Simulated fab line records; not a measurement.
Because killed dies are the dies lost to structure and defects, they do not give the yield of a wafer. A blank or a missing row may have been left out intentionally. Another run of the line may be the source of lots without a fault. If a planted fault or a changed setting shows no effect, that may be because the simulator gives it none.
Which of the tools did it? || flow ritCmos || 7 lots, 21 wafers sampled, at 3 steps of a route of 202

## WHAT THE GAUGES READ, wafer by wafer
RIT_SDANNEAL_RS_MEAS_04: the measuring method here is four-point-probe.
{"lot": "L626", "measured": "day 3 07:53", "on": "filmMetro-02", "PSD_RS (ohm/sq)": "115.7 116.0 115.8"}
{"lot": "L628", "measured": "day 3 16:05", "on": "filmMetro-04", "PSD_RS (ohm/sq)": "115.7 115.7 115.8"}
{"lot": "L630", "measured": "day 4 07:21", "on": "filmMetro-03", "PSD_RS (ohm/sq)": "115.7 115.7 115.8"}
{"lot": "L633", "measured": "day 4 22:41", "on": "filmMetro-03", "PSD_RS (ohm/sq)": "116.1 115.7 115.5"}
{"lot": "L639", "measured": "day 6 05:01", "on": "filmMetro-02", "PSD_RS (ohm/sq)": "116.1 116.3 116.3"}
{"lot": "L645", "measured": "day 7 10:53", "on": "filmMetro-04", "PSD_RS (ohm/sq)": "116.0 116.6 116.3"}
{"lot": "L648", "measured": "day 8 01:50", "on": "filmMetro-03", "PSD_RS (ohm/sq)": "116.2 116.1 115.9"}

## EACH LOT AND THE TOOL THAT RAN IT (in order: tool; ch and the chambers of the sampled wafers; start)
{"lot": "L626", "RIT_PLDD_STRIP_09": "plasmaAsher-01 ch 0,1, day 3 01:44", "RIT_PSD_STRIP_09": "plasmaAsher-01 ch 0,1, day 3 07:12"}
{"lot": "L628", "RIT_PLDD_STRIP_09": "plasmaAsher-01 ch 0,1, day 3 09:53", "RIT_PSD_STRIP_09": "plasmaAsher-03 ch 0,1, day 3 15:23"}
{"lot": "L630", "RIT_PLDD_STRIP_09": "plasmaAsher-03 ch 0,1, day 4 01:08", "RIT_PSD_STRIP_09": "plasmaAsher-01 ch 0,1, day 4 06:38"}
{"lot": "L633", "RIT_PLDD_STRIP_09": "plasmaAsher-03 ch 0,1, day 4 15:35", "RIT_PSD_STRIP_09": "plasmaAsher-03 ch 0,1, day 4 22:02"}
{"lot": "L639", "RIT_PLDD_STRIP_09": "plasmaAsher-03 ch 0,1, day 5 22:44", "RIT_PSD_STRIP_09": "plasmaAsher-01 ch 0,1, day 6 04:19"}
{"lot": "L645", "RIT_PLDD_STRIP_09": "plasmaAsher-03 ch 0,1, day 7 04:43", "RIT_PSD_STRIP_09": "plasmaAsher-03 ch 0,1, day 7 10:14"}
{"lot": "L648", "RIT_PLDD_STRIP_09": "plasmaAsher-03 ch 0,1, day 7 19:18", "RIT_PSD_STRIP_09": "plasmaAsher-03 ch 0,1, day 8 01:11"}
- RIT_PLDD_STRIP_09: strips in O2, time 180 s.
- RIT_PSD_STRIP_09: strips in O2, time 180 s.

## THE ANSWER, worked out from the rows above alone
Rule: usual is defined by the lots themselves. Put in order of their means at a reading, lots are off if they are a third of the lots or fewer, leave a main group of 4 or more, and stand apart from it by a gap of 3 or more times the standard deviation of the main group's means; of several such gaps the widest counts. Not used: any main group whose means are identical at the precision the tables above print for the reading. A lot without any number at a reading at which 4 lots or more have one is off too. The other lots that the step has rows for count as sound.
No lot is off at any reading shown: from this, nothing can be told.

## WHAT THE SIMULATOR PUT IN
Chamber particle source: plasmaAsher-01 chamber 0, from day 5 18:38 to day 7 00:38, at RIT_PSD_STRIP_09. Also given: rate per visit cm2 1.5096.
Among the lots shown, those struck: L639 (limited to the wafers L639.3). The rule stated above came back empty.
